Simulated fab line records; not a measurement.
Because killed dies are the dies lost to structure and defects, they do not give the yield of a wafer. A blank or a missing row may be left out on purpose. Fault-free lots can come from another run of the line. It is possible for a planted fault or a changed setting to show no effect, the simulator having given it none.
What tool caused it? || flow berkeley cmos170 || Sampling: 7 lots, 21 wafers, 2 of 331 route steps

WHAT EACH GAUGE READ, for each wafer
UCB170_PWELL_TW_MEAS_17.
{"lot": "L486", "measured": "day 3 19:23", "on": "film metro-02", "PWELL_TW": "377.9 377.9 379.2"}
{"lot": "L487", "measured": "day 4 00:31", "on": "film metro-03", "PWELL_TW": "380.0 377.5 380.6"}
{"lot": "L494", "measured": "day 5 07:15", "on": "film metro-03", "PWELL_TW": "377.9 379.5 379.9"}
{"lot": "L499", "measured": "day 6 12:10", "on": "film metro-04", "PWELL_TW": "336.8 338.3 337.4"}
{"lot": "L502", "measured": "day 7 02:58", "on": "film metro-04", "PWELL_TW": "377.0 377.2 378.3"}
{"lot": "L505", "measured": "day 7 14:22", "on": "film metro-04", "PWELL_TW": "378.2 378.1 378.6"}
{"lot": "L506", "measured": "day 8 02:34", "on": "film metro-04", "PWELL_TW": "375.9 375.1 375.6"}

WHICH TOOL RAN EACH LOT (tool, then ch and the chambers of the sampled wafers, then the start)
{"lot": "L486", "UCB170_PWELL_IMPLANT_15": "implanter-03 ch 0, day 3 19:10"}
{"lot": "L487", "UCB170_PWELL_IMPLANT_15": "implanter-03 ch 0, day 4 00:17"}
{"lot": "L494", "UCB170_PWELL_IMPLANT_15": "implanter-01 ch 0, day 5 07:01"}
{"lot": "L499", "UCB170_PWELL_IMPLANT_15": "implanter-01 ch 0, day 6 11:55"}
{"lot": "L502", "UCB170_PWELL_IMPLANT_15": "implanter-04 ch 0, day 7 02:46"}
{"lot": "L505", "UCB170_PWELL_IMPLANT_15": "implanter-03 ch 0, day 7 14:07"}
{"lot": "L506", "UCB170_PWELL_IMPLANT_15": "implanter-03 ch 0, day 8 02:19"}
- UCB170_PWELL_IMPLANT_15

THE ANSWER, worked out from the rows above alone
Rule: the usual values come from the lots themselves. The widest of any qualifying gaps counts: lots, ordered by their means at a reading, are off when they make up no more than a third of the lots, leave a main group of 4 or more, and stand apart from it by 3 or more times the standard deviation of that group's means. Not used: any main group whose means are identical at the precision the tables above print for the reading. Also off: a lot with no number at a reading for which 4 or more lots have one. Any other lot the step has rows for is counted as sound.
Off: at UCB170_PWELL_TW_MEAS_17 (PWELL_TW), L499. Mean 378.0 and standard deviation 1.3 in the main group.
A tool fits if, at a process step before that reading, it ran every lot that is off, and no sound lot after the first of them. Gauges at UCB170_PWELL_TW_MEAS_17: tried the same way as those tools. One fits: UCB170_PWELL_IMPLANT_15 on implanter-01. Its last sound lot is L494 (day 5 07:01), its first lot that is off L499 (day 6 11:55): a fault that began between those two fits.

WHAT WAS PUT IN BY THE SIMULATOR
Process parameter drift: implanter-01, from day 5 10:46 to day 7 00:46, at UCB170_PWELL_IMPLANT_15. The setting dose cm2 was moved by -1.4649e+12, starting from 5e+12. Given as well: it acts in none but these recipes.
Lots struck among those shown: L499. The same result came from the rule above.
